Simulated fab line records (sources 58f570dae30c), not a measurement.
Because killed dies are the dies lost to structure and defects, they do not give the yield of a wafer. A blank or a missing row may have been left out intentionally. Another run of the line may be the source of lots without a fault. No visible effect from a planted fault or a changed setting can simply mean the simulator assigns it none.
Which of the tools did it? || flow berkeley_cmos170 || 42 wafers from 14 lots sampled at 4 of the route's 331 steps

== WHAT THE GAUGES READ, wafer by wafer ==
UCB170_ACTIVE_THK_MEAS_06.
{"lot": "L531", "measured": "day 4 08:39", "on": "film_metro-01", "ACTIVE_NITRIDE_THK (nm)": "225.3 224.0 224.8"}
{"lot": "L532", "measured": "day 5 00:56", "on": "film_metro-02", "ACTIVE_NITRIDE_THK (nm)": "220.3 222.5 222.0"}
{"lot": "L534", "measured": "day 5 05:23", "on": "film_metro-02", "ACTIVE_NITRIDE_THK (nm)": "226.7 226.1 225.0"}
{"lot": "L536", "measured": "day 5 13:46", "on": "film_metro-01", "ACTIVE_NITRIDE_THK (nm)": "225.4 225.2 224.2"}
{"lot": "L538", "measured": "day 5 17:57", "on": "film_metro-03", "ACTIVE_NITRIDE_THK (nm)": "223.9 220.4 220.7"}
{"lot": "L540", "measured": "day 5 22:46", "on": "film_metro-02", "ACTIVE_NITRIDE_THK (nm)": "225.8 228.3 228.2"}
{"lot": "L539", "measured": "day 5 22:47", "on": "film_metro-03", "ACTIVE_NITRIDE_THK (nm)": "225.0 227.3 224.6"}
{"lot": "L542", "measured": "day 6 22:46", "on": "film_metro-01", "ACTIVE_NITRIDE_THK (nm)": "220.0 221.5 221.6"}
{"lot": "L544", "measured": "day 7 05:22", "on": "film_metro-01", "ACTIVE_NITRIDE_THK (nm)": "221.1 221.4 220.2"}
{"lot": "L547", "measured": "day 7 05:22", "on": "film_metro-02", "ACTIVE_NITRIDE_THK (nm)": "220.7 219.1 220.2"}
{"lot": "L546", "measured": "day 7 15:39", "on": "film_metro-01", "ACTIVE_NITRIDE_THK (nm)": "225.6 225.2 225.3"}
{"lot": "L549", "measured": "day 7 22:37", "on": "film_metro-02", "ACTIVE_NITRIDE_THK (nm)": "224.8 223.2 224.3"}
{"lot": "L552", "measured": "day 9 04:24", "on": "film_metro-01", "ACTIVE_NITRIDE_THK (nm)": "226.8 226.7 226.9"}
{"lot": "L554", "measured": "day 9 07:46", "on": "film_metro-03", "ACTIVE_NITRIDE_THK (nm)": "223.1 223.4 223.8"}

UCB170_NSD_OVL_MEAS_07.
{"lot": "L531", "measured": "day 6 14:12", "on": "overlay-01", "NSD_OVL (nm)": "2 -3 -4"}
{"lot": "L532", "measured": "day 7 14:50", "on": "overlay-02", "NSD_OVL (nm)": "2 1 3"}
{"lot": "L534", "measured": "day 7 14:58", "on": "overlay-01", "NSD_OVL (nm)": "0 4 -2"}
{"lot": "L536", "measured": "day 8 05:17", "on": "overlay-02", "NSD_OVL (nm)": "3 0 2"}
{"lot": "L538", "measured": "day 8 04:55", "on": "overlay-01", "NSD_OVL (nm)": "2 3 -7"}
{"lot": "L540", "measured": "day 8 10:26", "on": "overlay-02", "NSD_OVL (nm)": "-8 -2 -2"}
{"lot": "L539", "measured": "day 8 10:42", "on": "overlay-01", "NSD_OVL (nm)": "0 -2 -2"}
{"lot": "L542", "measured": "day 9 14:36", "on": "overlay-01", "NSD_OVL (nm)": "2 9 1"}
{"lot": "L544", "measured": "day 9 19:41", "on": "overlay-01", "NSD_OVL (nm)": "-5 -9 -4"}
{"lot": "L547", "measured": "day 9 20:31", "on": "overlay-02", "NSD_OVL (nm)": "-1 6 -3"}
{"lot": "L546", "measured": "day 9 20:16", "on": "overlay-01", "NSD_OVL (nm)": "0 0 0"}
{"lot": "L549", "measured": "day 10 17:14", "on": "overlay-02", "NSD_OVL (nm)": "2 3 -2"}
{"lot": "L552", "measured": "day 11 18:19", "on": "overlay-01", "NSD_OVL (nm)": "3 4 7"}
{"lot": "L554", "measured": "day 11 17:41", "on": "overlay-01", "NSD_OVL (nm)": "-7 -1 -3"}

UCB170_M3_OVL_MEAS_16.
{"lot": "L531", "measured": "day 7 14:12", "on": "overlay-02", "M3_OVL (nm)": "-4 -6 -4"}
{"lot": "L532", "measured": "day 8 16:59", "on": "overlay-02", "M3_OVL (nm)": "-2 1 -2"}
{"lot": "L534", "measured": "day 8 20:19", "on": "overlay-02", "M3_OVL (nm)": "-2 -1 -6"}
{"lot": "L536", "measured": "day 9 09:36", "on": "overlay-01", "M3_OVL (nm)": "-10 -10 -6"}
{"lot": "L538", "measured": "day 9 07:56", "on": "overlay-02", "M3_OVL (nm)": "2 6 10"}
{"lot": "L540", "measured": "day 9 14:43", "on": "overlay-02", "M3_OVL (nm)": "10 2 -3"}
{"lot": "L539", "measured": "day 9 15:03", "on": "overlay-02", "M3_OVL (nm)": "0 4 6"}
{"lot": "L542", "measured": "day 10 20:25", "on": "overlay-02", "M3_OVL (nm)": "-14 -10 -9"}
{"lot": "L544", "measured": "day 11 01:48", "on": "overlay-01", "M3_OVL (nm)": "4 -2 5"}
{"lot": "L547", "measured": "day 11 01:59", "on": "overlay-01", "M3_OVL (nm)": "-9 -6 -6"}
{"lot": "L546", "measured": "day 11 01:15", "on": "overlay-01", "M3_OVL (nm)": "8 6 6"}
{"lot": "L549", "measured": "day 11 16:53", "on": "overlay-01", "M3_OVL (nm)": "-4 -3 -7"}
{"lot": "L552", "measured": "day 12 21:38", "on": "overlay-01", "M3_OVL (nm)": "-8 1 5"}
{"lot": "L554", "measured": "day 12 20:18", "on": "overlay-01", "M3_OVL (nm)": "-8 -1 -1"}

== EACH LOT AND THE TOOL THAT RAN IT (in order: tool; ch and the chambers of the sampled wafers; start) ==
{"lot": "L531", "UCB170_NVT_IMPLANT_07": "implanter-03 ch 0, day 5 13:07"}
{"lot": "L532", "UCB170_NVT_IMPLANT_07": "implanter-02 ch 0, day 6 09:03"}
{"lot": "L534", "UCB170_NVT_IMPLANT_07": "implanter-03 ch 0, day 6 09:20"}
{"lot": "L536", "UCB170_NVT_IMPLANT_07": "implanter-03 ch 0, day 7 01:56"}
{"lot": "L538", "UCB170_NVT_IMPLANT_07": "implanter-02 ch 0, day 7 02:01"}
{"lot": "L540", "UCB170_NVT_IMPLANT_07": "implanter-03 ch 0, day 7 07:55"}
{"lot": "L539", "UCB170_NVT_IMPLANT_07": "implanter-02 ch 0, day 7 08:13"}
{"lot": "L542", "UCB170_NVT_IMPLANT_07": "implanter-02 ch 0, day 8 02:26"}
{"lot": "L544", "UCB170_NVT_IMPLANT_07": "implanter-02 ch 0, day 8 13:55"}
{"lot": "L547", "UCB170_NVT_IMPLANT_07": "implanter-03 ch 0, day 8 13:31"}
{"lot": "L546", "UCB170_NVT_IMPLANT_07": "implanter-03 ch 0, day 8 21:43"}
{"lot": "L549", "UCB170_NVT_IMPLANT_07": "implanter-03 ch 0, day 9 06:52"}
{"lot": "L552", "UCB170_NVT_IMPLANT_07": "implanter-03 ch 0, day 10 12:26"}
{"lot": "L554", "UCB170_NVT_IMPLANT_07": "implanter-03 ch 0, day 10 14:22"}
- UCB170_NVT_IMPLANT_07

== AS READ BY THE TOOLS THEMSELVES (means over the sampled wafers that have a number; for cases with no such wafer, the mark the record gives instead) ==
UCB170_NVT_IMPLANT_07.
{"lot": "L531", "tool": "implanter-03", "tilt_deg (degrees)": 7.009}
{"lot": "L532", "tool": "implanter-02", "tilt_deg (degrees)": 6.988}
{"lot": "L534", "tool": "implanter-03", "tilt_deg (degrees)": 6.994}
{"lot": "L536", "tool": "implanter-03", "tilt_deg (degrees)": 7.008}
{"lot": "L538", "tool": "implanter-02", "tilt_deg (degrees)": 6.997}
{"lot": "L540", "tool": "implanter-03", "tilt_deg (degrees)": 6.996}
{"lot": "L539", "tool": "implanter-02", "tilt_deg (degrees)": 7.019}
{"lot": "L542", "tool": "implanter-02", "tilt_deg (degrees)": 6.977}
{"lot": "L544", "tool": "implanter-02", "tilt_deg (degrees)": 7.010}
{"lot": "L547", "tool": "implanter-03", "tilt_deg (degrees)": 6.994}
{"lot": "L546", "tool": "implanter-03", "tilt_deg (degrees)": 6.995}
{"lot": "L549", "tool": "implanter-03", "tilt_deg (degrees)": 7.006}
{"lot": "L552", "tool": "implanter-03", "tilt_deg (degrees)": 5.122}
{"lot": "L554", "tool": "implanter-03", "tilt_deg (degrees)": 5.096}

== THE ANSWER, worked out from the rows above alone ==
Rule: what is usual is taken from the lots themselves. Put in order of their means at a reading, lots are off if they are a third of the lots or fewer, leave a main group of 4 or more, and stand apart from it by a gap of 3 or more times the standard deviation of the main group's means; of several such gaps the widest counts. A main group whose means are all the same, to the digits that the tables above print for the reading, isn't used. Also off: a lot with no number at a reading for which 4 or more lots have one. Where the step has rows for the other lots, those lots are counted as sound. After the gauges, taken in route order, come the tools' own readings; for these a lot's mean is taken, as printed above. At the first step where some lot is off, the reading lying furthest off is the one used; lots without a number count as furthest.
Off at UCB170_NVT_IMPLANT_07 (tilt_deg): L552, L554. The main group: mean 6.999 degrees, standard deviation 0.011.
If a tool, at that step or one of the process steps before it, ran each lot that is off and ran no sound lot following the first of them, it fits. One fits: implanter-03 at UCB170_NVT_IMPLANT_07. A fault onset in the window from L549 (day 9 06:52, its last sound lot) to L552 (day 10 12:26, its first lot off) fits.
The tool's own readings at UCB170_NVT_IMPLANT_07 bear it out: on the lots that are off they differ by more than 5 times the standard deviation of the sound lots' means. tilt_deg reads 5.109 degrees there against 6.999 degrees on the sound lots.

== WHAT THE SIMULATOR HAD INSERTED ==
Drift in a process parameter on implanter-03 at UCB170_NVT_IMPLANT_07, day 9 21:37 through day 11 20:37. Setting tilt_deg shifted by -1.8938 from 7. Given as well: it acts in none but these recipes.
Struck lots among those shown: L552, L554. This agrees with what the rule above found.
